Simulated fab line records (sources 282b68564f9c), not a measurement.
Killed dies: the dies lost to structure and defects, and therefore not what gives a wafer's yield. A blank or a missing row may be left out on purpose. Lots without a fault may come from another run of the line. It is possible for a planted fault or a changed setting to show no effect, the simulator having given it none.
fab line records + flow rit-cmos
[record]
- lots = 14
- wafers = 42
- last-day = 7
route steps=202 shown ACTIVE@14 GATE@91 CONTACT@177 M1@202
lots that met no fault: taken from a fault-free run of the same line
start-h: hours from the record's first day to the start of the lot's first wafer shown + wait-h: how many hours have passed since the lot's step before this one + " as in the row above + L1.1+2: a single row standing in for several wafers + - no value, or no start given + * or withheld: withheld + < > ~ a bound
route shown NAME@n: NAME is a module with steps in the file, n the number in the route of the first one + usual: mean and standard deviation over wafers with no fault + same: alike in all rows + chamber/n: place in a boat + sites: each site's reading + _std_site: the values' standard deviation + _edge_site: mean of outer sites minus mean of inner sites + radius-mm: how far each site lies from the wafer's centre + mask NAME#n: copy n + behind: tool/chamber where the wafer was last shaped + hold: what put the lot on hold/how long, in hours/how the hold closed + device: the n, p or np transistor that did not switch + end of line: the tests these same wafers got at the end of their route + step lacking rows: just its recipe + killed: not the wafer's yield, but the dies lost to structure and defects at the first sort + map: per-die view of a wafer (x killed, . not killed, _ where there is no die)
set.NAME: the setting the step ran with; set.NAME@STEP: the setting that earlier step ran with + model.NAME: the simulator's own value behind a step, which no gauge read
one table for each step of the route and one row for each wafer, over a sample of lots
services: when a tool's chamber went out of use (start-h, in hours from the record's first day, below 0 if earlier), for how many hours, and the reason
[[steps]]
[step RIT_ACTIVE_ETCH_13]
[recipe]
- stop-on = SiO2
- chemistry = SF6
- target = Si3N4
- time-s = 210
- over-etch-frac = 0.4238
- SF6_flow_sccm = 200
- pressure-mtorr = 260
- rf-w = 125
- target-depth-a = 2100
[usual]
- SF6_flow_sccm = 200.0/0.61
- drypump-motor-current-A = 5.8/0.5
- oes-product-au = 0.805/0.018
- throttle-valve-pct = 7.49/0.13
| lot.wafer | tool        | chamber | start-h | wait-h | SF6_flow_sccm | drypump-motor-current-A | oes-product-au | rf-hours-counter-h | throttle-valve-pct |
|-----------|-------------|---------|---------|--------|---------------|-------------------------|----------------|--------------------|--------------------|
| L157.3    | rie-diel-03 | 2       | 14.80   | 0.1    | 199.8         | 6.7                     | 0.792          | 19                 | 7.50               |
| L157.4    | "           | 3       | "       | "      | 199.4         | 6.5                     | 0.776          | 97                 | 7.33               |
| L157.5    | "           | 2       | "       | "      | 199.9         | 6.6                     | 0.791          | -                  | 7.51               |
| L159.1    | rie-diel-03 | 1       | 25.63   | 0.1    | 200.7         | 5.9                     | 0.822          | 1                  | 7.47               |
| L159.3    | "           | 0       | "       | "      | 200.2         | 5.7                     | 0.791          | 43                 | 7.66               |
| L159.6    | "           | 1       | "       | "      | 200.1         | 5.9                     | 0.841          | -                  | 7.47               |
| L160.2    | rie-diel-04 | 2       | 31.55   | 0.1    | 199.8         | 5.6                     | 0.793          | 102                | 7.68               |
| L160.3    | "           | 0       | "       | "      | 199.9         | 5.7                     | 0.787          | 20                 | 7.32               |
| L160.5    | "           | 0       | "       | "      | 199.8         | 5.7                     | 0.791          | -                  | 7.32               |
| L161.3    | rie-diel-03 | 1       | 36.25   | 0.1    | 200.4         | 5.9                     | 0.832          | 1                  | 7.46               |
| L161.4    | "           | 0       | "       | "      | 201.4         | 5.7                     | 0.787          | 43                 | 7.68               |
| L161.6    | "           | 1       | "       | "      | 199.1         | 6.0                     | 0.824          | -                  | 7.46               |
| L162.1    | rie-diel-04 | 1       | 40.54   | 0.1    | 200.8         | 5.1                     | 0.825          | 6                  | 7.56               |
| L162.5    | "           | 1       | "       | "      | 200.6         | 5.2                     | 0.835          | -                  | 7.56               |
| L162.6    | "           | 2       | "       | "      | 199.0         | 5.6                     | 0.796          | -                  | 7.66               |
| L163.2    | rie-diel-03 | 0       | 45.32   | 0.1    | 199.6         | 5.7                     | 0.784          | 43                 | 7.67               |
| L163.3    | "           | 3       | "       | "      | 199.6         | 6.5                     | 0.794          | 98                 | 7.32               |
| L163.4    | "           | 1       | "       | "      | 200.5         | 5.9                     | 0.832          | 1                  | 7.46               |
| L164.2    | rie-diel-04 | 3       | 50.77   | 0.1    | 200.6         | 5.2                     | 0.818          | 70                 | 7.57               |
| L164.4    | "           | 0       | "       | "      | 200.8         | 5.7                     | 0.807          | 21                 | 7.34               |
| L164.5    | "           | 2       | "       | "      | 199.3         | 5.6                     | 0.804          | -                  | 7.68               |
| L167.1    | rie-diel-03 | 2       | 64.76   | 0.1    | 200.0         | 6.6                     | 0.782          | 20                 | 7.51               |
| L167.2    | "           | 1       | "       | "      | 198.9         | 5.9                     | 0.823          | 1                  | 7.47               |
| L167.4    | "           | 0       | "       | "      | 200.4         | 5.7                     | 0.780          | 44                 | 7.68               |
| L168.1    | rie-diel-01 | 0       | 70.24   | 0.1    | 200.1         | 6.5                     | 0.800          | 72                 | 7.23               |
| L168.4    | "           | 3       | "       | "      | 201.4         | 5.6                     | 0.810          | 7                  | 7.48               |
| L168.6    | "           | 3       | "       | "      | 200.7         | 5.6                     | 0.819          | -                  | 7.49               |
| L170.1    | rie-diel-04 | 0       | 79.83   | 0.1    | 200.9         | 5.7                     | 0.789          | 21                 | 7.33               |
| L170.2    | "           | 3       | "       | "      | 200.9         | 5.2                     | 0.815          | 70                 | 7.57               |
| L170.5    | "           | 1       | "       | "      | 200.5         | 5.2                     | 0.819          | -                  | 7.57               |
| L175.1    | rie-diel-03 | 0       | 104.83  | 0.1    | 199.6         | 5.7                     | 0.786          | 45                 | 7.66               |
| L175.5    | "           | 3       | "       | "      | 200.2         | 6.5                     | 0.796          | -                  | 7.33               |
| L175.6    | "           | 2       | "       | "      | 199.7         | 6.6                     | 0.796          | -                  | 7.53               |
| L176.2    | rie-diel-04 | 1       | 109.78  | 0.1    | 199.3         | 5.2                     | 0.836          | 8                  | 7.56               |
| L176.4    | "           | 0       | "       | "      | 201.7         | 5.7                     | 0.803          | 22                 | 7.33               |
| L176.6    | "           | 2       | "       | "      | 200.6         | 5.5                     | 0.804          | -                  | 7.66               |
| L177.1    | rie-diel-04 | 2       | 115.04  | 0.1    | 200.2         | 5.5                     | 0.801          | 103                | 7.69               |
| L177.2    | "           | 0       | "       | "      | 200.9         | 5.7                     | 0.805          | 22                 | 7.32               |
| L177.6    | "           | 3       | "       | "      | 200.0         | 5.2                     | 0.816          | -                  | 7.58               |
| L180.1    | rie-diel-01 | 0       | 129.71  | 0.1    | 199.9         | 6.5                     | 0.794          | 73                 | 7.19               |
| L180.2    | "           | 1       | "       | "      | 199.6         | 5.8                     | 0.819          | 152                | 7.62               |
| L180.3    | "           | 3       | "       | "      | 199.3         | 5.6                     | 0.809          | 8                  | 7.48               |
[step RIT_GATE_DEVELOP_15]
[recipe]
- resist = NOVOLAK
- develop-time-s = 50
- dev-temp-c = 23
[usual]
- developer-temp-C = 23.02/0.1
| lot.wafer | tool           | chamber | start-h | wait-h | developer-temp-C |
|-----------|----------------|---------|---------|--------|------------------|
| L157.3    | litho-track-01 | 0       | 41      | -      | 22.86            |
| L157.4    | "              | 0       | "       | "      | 22.94            |
| L157.5    | "              | 0       | "       | "      | 22.95            |
| L159.1    | litho-track-03 | 0       | 48      | -      | 22.96            |
| L159.3    | "              | 0       | "       | "      | 22.99            |
| L159.6    | "              | 0       | "       | "      | 23.08            |
| L160.2    | litho-track-01 | 0       | 55      | -      | 23.08            |
| L160.3    | "              | 0       | "       | "      | 23.14            |
| L160.5    | "              | 0       | "       | "      | 23.05            |
| L161.3    | litho-track-01 | 0       | 57      | -      | 23.02            |
| L161.4    | "              | 0       | "       | "      | 22.97            |
| L161.6    | "              | 0       | "       | "      | 22.95            |
| L162.1    | litho-track-01 | 0       | 62      | -      | 23.14            |
| L162.5    | "              | 0       | "       | "      | 23.08            |
| L162.6    | "              | 0       | "       | "      | 23.04            |
| L163.2    | litho-track-03 | 0       | 68      | -      | 23.07            |
| L163.3    | "              | 0       | "       | "      | 23.21            |
| L163.4    | "              | 0       | "       | "      | 23.16            |
| L164.2    | litho-track-03 | 0       | 75      | -      | 23.09            |
| L164.4    | "              | 0       | "       | "      | 23.07            |
| L164.5    | "              | 0       | "       | "      | 23.18            |
| L167.1    | litho-track-01 | 0       | 90      | -      | 23.13            |
| L167.2    | "              | 0       | "       | "      | 22.97            |
| L167.4    | "              | 0       | "       | "      | 23.01            |
| L168.1    | litho-track-03 | 0       | 93      | -      | 23.69            |
| L168.4    | "              | 0       | "       | "      | 23.91            |
| L168.6    | "              | 0       | "       | "      | 23.82            |
| L170.1    | litho-track-03 | 0       | 102     | -      | 23.84            |
| L170.2    | "              | 0       | "       | "      | 23.84            |
| L170.5    | "              | 0       | "       | "      | 23.69            |
| L175.1    | litho-track-01 | 0       | 126     | -      | 22.81            |
| L175.5    | "              | 0       | "       | "      | 22.86            |
| L175.6    | "              | 0       | "       | "      | 23.00            |
| L176.2    | litho-track-04 | 0       | 131     | -      | 22.98            |
| L176.4    | "              | 0       | "       | "      | 23.07            |
| L176.6    | "              | 0       | "       | "      | 22.97            |
| L177.1    | litho-track-01 | 0       | 136     | -      | 23.01            |
| L177.2    | "              | 0       | "       | "      | 23.09            |
| L177.6    | "              | 0       | "       | "      | 23.10            |
| L180.1    | litho-track-04 | 0       | 152     | -      | 22.90            |
| L180.2    | "              | 0       | "       | "      | 22.79            |
| L180.3    | "              | 0       | "       | "      | 22.87            |
[step RIT_GATE_CD_MEAS_16]
[recipe]
- target-cd-nm = 150
[usual]
- cd-nm = 149.6/2.7
| lot.wafer | tool      | chamber | start-h | wait-h | cd-nm |
|-----------|-----------|---------|---------|--------|-------|
| L157.3    | cd-sem-01 | -       | 42.02   | -      | 149.3 |
| L157.4    | "         | -       | "       | "      | 150.0 |
| L157.5    | "         | -       | "       | "      | 147.8 |
| L159.1    | cd-sem-01 | -       | 48.52   | -      | 147.6 |
| L159.3    | "         | -       | "       | "      | 147.1 |
| L159.6    | "         | -       | "       | "      | 147.5 |
| L160.2    | cd-sem-01 | -       | 55.53   | -      | 149.3 |
| L160.3    | "         | -       | "       | "      | 151.4 |
| L160.5    | "         | -       | "       | "      | 148.6 |
| L161.3    | cd-sem-02 | -       | 57.17   | -      | 152.7 |
| L161.4    | "         | -       | "       | "      | 154.7 |
| L161.6    | "         | -       | "       | "      | 154.9 |
| L162.1    | cd-sem-02 | -       | 62.96   | -      | 146.3 |
| L162.5    | "         | -       | "       | "      | 146.8 |
| L162.6    | "         | -       | "       | "      | 149.2 |
| L163.2    | cd-sem-02 | -       | 68.39   | -      | 149.2 |
| L163.3    | "         | -       | "       | "      | 149.0 |
| L163.4    | "         | -       | "       | "      | 148.5 |
| L164.2    | cd-sem-01 | -       | 75.85   | -      | 156.4 |
| L164.4    | "         | -       | "       | "      | 155.4 |
| L164.5    | "         | -       | "       | "      | 155.2 |
| L167.1    | cd-sem-02 | -       | 90.84   | -      | 150.2 |
| L167.2    | "         | -       | "       | "      | 151.0 |
| L167.4    | "         | -       | "       | "      | 148.3 |
| L168.1    | cd-sem-01 | -       | 93.54   | -      | 154.4 |
| L168.4    | "         | -       | "       | "      | 153.3 |
| L168.6    | "         | -       | "       | "      | 156.1 |
| L170.1    | cd-sem-02 | -       | 102.98  | -      | 153.9 |
| L170.2    | "         | -       | "       | "      | 151.8 |
| L170.5    | "         | -       | "       | "      | 153.7 |
| L175.1    | cd-sem-02 | -       | 126.71  | -      | 144.8 |
| L175.5    | "         | -       | "       | "      | 144.4 |
| L175.6    | "         | -       | "       | "      | 146.5 |
| L176.2    | cd-sem-02 | -       | 131.89  | -      | 148.1 |
| L176.4    | "         | -       | "       | "      | 146.3 |
| L176.6    | "         | -       | "       | "      | 149.0 |
| L177.1    | cd-sem-01 | -       | 136.63  | -      | 153.6 |
| L177.2    | "         | -       | "       | "      | 153.6 |
| L177.6    | "         | -       | "       | "      | 151.8 |
| L180.1    | cd-sem-01 | -       | 152.38  | -      | 149.0 |
| L180.2    | "         | -       | "       | "      | 148.8 |
| L180.3    | "         | -       | "       | "      | 149.1 |
[step RIT_CONTACT_OVL_MEAS_09]
[usual]
- CONTACT_OVL = 0.9/1.5
| lot.wafer | tool       | chamber | start-h | wait-h | CONTACT_OVL[nm] |
|-----------|------------|---------|---------|--------|-----------------|
| L157.3    | overlay-02 | -       | 57.08   | 0.1    | 1.1             |
| L157.4    | "          | -       | "       | "      | -1.7            |
| L157.5    | "          | -       | "       | "      | 1.8             |
| L159.1    | overlay-02 | -       | 63.82   | 0.1    | 2.1             |
| L159.3    | "          | -       | "       | "      | -0.2            |
| L159.6    | "          | -       | "       | "      | 1.2             |
| L160.2    | overlay-02 | -       | 70.41   | 0.1    | 0.5             |
| L160.3    | "          | -       | "       | "      | 0.3             |
| L160.5    | "          | -       | "       | "      | -0.1            |
| L161.3    | overlay-02 | -       | 72.30   | 0.1    | 0.6             |
| L161.4    | "          | -       | "       | "      | 0.5             |
| L161.6    | "          | -       | "       | "      | -0.5            |
| L162.1    | overlay-02 | -       | 78.92   | 0.1    | 1.0             |
| L162.5    | "          | -       | "       | "      | -1.3            |
| L162.6    | "          | -       | "       | "      | 0.6             |
| L163.2    | overlay-02 | -       | 84.20   | 0.1    | 0.1             |
| L163.3    | "          | -       | "       | "      | 0.0             |
| L163.4    | "          | -       | "       | "      | 0.9             |
| L164.2    | overlay-02 | -       | 90.89   | 0.1    | 1.6             |
| L164.4    | "          | -       | "       | "      | 2.4             |
| L164.5    | "          | -       | "       | "      | 4.0             |
| L167.1    | overlay-01 | -       | 106.21  | 0.1    | 2.2             |
| L167.2    | "          | -       | "       | "      | 1.6             |
| L167.4    | "          | -       | "       | "      | 4.2             |
| L168.1    | overlay-01 | -       | 109.67  | 0.1    | 2.2             |
| L168.4    | "          | -       | "       | "      | 1.7             |
| L168.6    | "          | -       | "       | "      | -1.0            |
| L170.1    | overlay-01 | -       | 118.12  | 0.1    | 1.6             |
| L170.2    | "          | -       | "       | "      | 2.8             |
| L170.5    | "          | -       | "       | "      | 1.4             |
| L175.1    | overlay-01 | -       | 142.37  | 0.1    | 2.6             |
| L175.5    | "          | -       | "       | "      | 3.5             |
| L175.6    | "          | -       | "       | "      | 3.0             |
| L176.2    | overlay-01 | -       | 147.38  | 0.1    | 1.8             |
| L176.4    | "          | -       | "       | "      | -1.5            |
| L176.6    | "          | -       | "       | "      | 0.7             |
| L177.1    | overlay-02 | -       | 152.41  | 0.1    | 0.7             |
| L177.2    | "          | -       | "       | "      | 0.3             |
| L177.6    | "          | -       | "       | "      | 1.3             |
| L180.1    | overlay-01 | -       | 167.39  | 0.1    | -2.2            |
| L180.2    | "          | -       | "       | "      | -2.0            |
| L180.3    | "          | -       | "       | "      | -2.0            |
[step RIT_M1_PROBE_99]
[usual]
- killed-at-contacts = 0.1/0.26
- killed-at-front-end = 7/3.2
- killed-dies = 7/3.2
- killed-open = 3.2/2.1
- killed-short = 3.7/2.1
[same]
- gross-dies = 264
- killed_at_M0_to_M3 = 0
- killed_at_M4_up = 0
- killed-at-back-side = 0
- killed-at-other = 0
| lot.wafer | tool      | chamber | start-h | wait-h | killed-at-contacts | killed-at-front-end | killed-dies | killed-open | killed-short |
|-----------|-----------|---------|---------|--------|--------------------|---------------------|-------------|-------------|--------------|
| L164.2    | prober-01 | -       | 96.36   | 0.1    | 0                  | 8                   | 8           | 3           | 5            |
| L164.4    | prober-01 | -       | 96.46   | 0.2    | 0                  | 9                   | 9           | 1           | 8            |
| L164.5    | prober-01 | -       | 96.51   | 0.2    | 0                  | 9                   | 9           | 6           | 3            |
| L168.1    | prober-01 | -       | 115.58  | 0.1    | 0                  | 5                   | 5           | 2           | 3            |
| L168.4    | prober-01 | -       | 115.73  | 0.2    | 0                  | 7                   | 7           | 3           | 4            |
| L168.6    | prober-01 | -       | 115.83  | 0.2    | 0                  | 3                   | 3           | 1           | 2            |
| L175.1    | prober-02 | -       | 148.63  | 0.1    | 0                  | 2                   | 2           | 1           | 1            |
| L175.5    | prober-02 | -       | 148.83  | 0.2    | 0                  | 4                   | 4           | 2           | 2            |
| L175.6    | prober-02 | -       | 148.88  | 0.2    | 0                  | 11                  | 11          | 6           | 5            |
| L180.1    | prober-01 | -       | 172.69  | 0.1    | 0                  | 5                   | 5           | 5           | 0            |
| L180.2    | prober-01 | -       | 172.74  | 0.1    | 0                  | 7                   | 7           | 3           | 4            |
| L180.3    | prober-01 | -       | 172.79  | 0.2    | 0                  | 6                   | 6           | 2           | 4            |
// killed by level:class
L164.2 FOX1:geometric-particle:short=3 FOX2:geometric-particle:open=1 GATE:geometric-particle:open=1 REOX:geometric-particle:open=1 SPACER:geometric-particle:short=1 SILICIDE:geometric-particle:short=1
L164.4 GATE:geometric-particle:short=5 FOX2:geometric-particle:short=2 FOX1:geometric-particle:open=1 SILICIDE:geometric-particle:short=1
L164.5 GATE:geometric-particle:open=3 SILICIDE:geometric-particle:short=2 FOX2:geometric-particle:open=1 GATE:geometric-particle:short=1 REOX:geometric-particle:open=1 SPACER:geometric-particle:open=1
L168.1 REOX:geometric-particle:short=2 FOX1:geometric-particle:open=1 FOX2:geometric-particle:short=1 REOX:geometric-particle:open=1
L168.4 FOX2:geometric-particle:short=2 FOX2:geometric-particle:open=1 GATE:geometric-particle:short=1 GATE:geometric-particle:open=1 REOX:geometric-particle:short=1 SILICIDE:geometric-particle:open=1
L168.6 GATE:geometric-particle:short=1 GATE:geometric-particle:open=1 SPACER:geometric-particle:short=1
L175.1 SILICIDE:geometric-particle:open=1 SILICIDE:geometric-particle:short=1
L175.5 GATE:geometric-particle:open=1 GATE:geometric-particle:short=1 REOX:geometric-particle:short=1 SPACER:geometric-particle:open=1
L175.6 SILICIDE:geometric-particle:short=3 SILICIDE:geometric-particle:open=3 GATE:geometric-particle:open=2 ACTIVE:geometric-particle:short=1 GATE:geometric-particle:short=1 REOX:geometric-particle:open=1
L180.1 FOX1:geometric-particle:open=2 GATE:geometric-particle:open=2 REOX:geometric-particle:open=1
L180.2 GATE:geometric-particle:open=2 GATE:geometric-particle:short=2 FOX1:geometric-particle:short=1 SPACER:geometric-particle:short=1 SPACER:geometric-particle:open=1
L180.3 GATE:geometric-particle:short=3 GATE:geometric-particle:open=2 SILICIDE:geometric-particle:short=1
[[services]]
| tool        | chamber | start-h | hours | kind   |
|-------------|---------|---------|-------|--------|
| rie-diel-03 | 2       | -2.44   | 1.4   | repair |
| rie-diel-01 | 1       | 64.65   | 1.4   | repair |
| rie-diel-04 | -       | 68.26   | 2.8   | pm     |
| rie-diel-04 | 2       | 73.09   | 7.9   | repair |
| rie-diel-01 | -       | 82.53   | 0.4   | repair |
| rie-diel-01 | 0       | 91.52   | 3.6   | repair |
| rie-diel-04 | 3       | 102.39  | 4.4   | repair |
[[key]]
[first-sign]
- step = RIT_GATE_DEVELOP_15
- reading = developer-temp-C
- direction = up
- sigmas = 7.5
- usual = *
- struck = *
[effect]
- step = RIT_GATE_CD_MEAS_16
- reading = cd-nm
- direction = up
- sigmas = 1.6
- usual = 149.6
- struck = 153.8
met-at RIT_GATE_DEVELOP_15
struck-lots L168,L170
tester-left-out L168,L170
not-acting-at RIT_ACTIVE_ETCH_13,RIT_GATE_CD_MEAS_16,RIT_CONTACT_OVL_MEAS_09
onset-between 75 93
[fault]
- kind = process-parameter-drift
- tool = litho-track-03
- chamber = -
- onset-h = 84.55
- steps = RIT_GATE_DEVELOP_15
- channel = dev-temp-c
- offset = *
- shape = step
- end-h = 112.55
- acts-in = *
- stated = *
// tester-left-out: of these lots the tester's yield and bins aren't shown, on N5 and GAA mostly nor the transistor test; their killed dies are dies lost to structure and defects alone, not to doping, threshold or leakage, so they don't give the yield
